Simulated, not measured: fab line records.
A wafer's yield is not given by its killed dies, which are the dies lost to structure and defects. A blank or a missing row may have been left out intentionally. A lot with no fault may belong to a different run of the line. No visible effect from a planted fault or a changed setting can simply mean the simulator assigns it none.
Which tool was responsible? ; flow berkeley cmos170 ; 6 lots, 18 wafers sampled, at 2 steps of a route of 331

== WHAT THE GAUGES SHOWED, per wafer ==
UCB170_V2_THK_MEAS_04.
lot;measured;on;V2_POLISHED_THK (nm)
L195;day 8 11:06;film metro-04;1001.2 998.7 1000.7
L194;day 8 12:23;film metro-02;1001.1 1000.1 1002.1
L196;day 9 07:02;film metro-02;999.9 1001.5 999.9
L207;day 10 23:20;film metro-01;1000.3 999.7 998.7
L210;day 11 20:59;film metro-01;998.8 1000.5 1000.2
L215;day 12 18:11;film metro-02;999.5 1001.2 999.4

== WHICH TOOL RAN EACH LOT (tool, then ch and the chambers of the sampled wafers, then the start) ==
lot;UCB170_CONTACT_CLEAN_00
L195;wet bench-04 ch 3, day 7 19:31
L194;wet bench-01 ch 1, day 7 20:24
L196;wet bench-03 ch 0, day 8 15:19
L207;wet bench-04 ch 0, day 10 05:43
L210;wet bench-04 ch 0, day 11 05:11
L215;wet bench-03 ch 3, day 12 01:12
- UCB170_CONTACT_CLEAN_00: cleans in SPM, time 600 s.

== THE ANSWER, worked out from the rows above alone ==
Rule: usual is defined by the lots themselves. Put in order of their means at a reading, lots are off if they are a third of the lots or fewer, leave a main group of 4 or more, and stand apart from it by a gap of 3 or more times the standard deviation of the main group's means; of several such gaps the widest counts. If all means in a main group match to the digits the tables above print for the reading, that group is not used. A lot without any number at a reading at which 4 lots or more have one is off too. Where the step has rows for the other lots, those lots are counted as sound.
Across all readings shown, no lot is off: no conclusion can be drawn from this.

== WHAT THE SIMULATOR HAD PUT IN ==
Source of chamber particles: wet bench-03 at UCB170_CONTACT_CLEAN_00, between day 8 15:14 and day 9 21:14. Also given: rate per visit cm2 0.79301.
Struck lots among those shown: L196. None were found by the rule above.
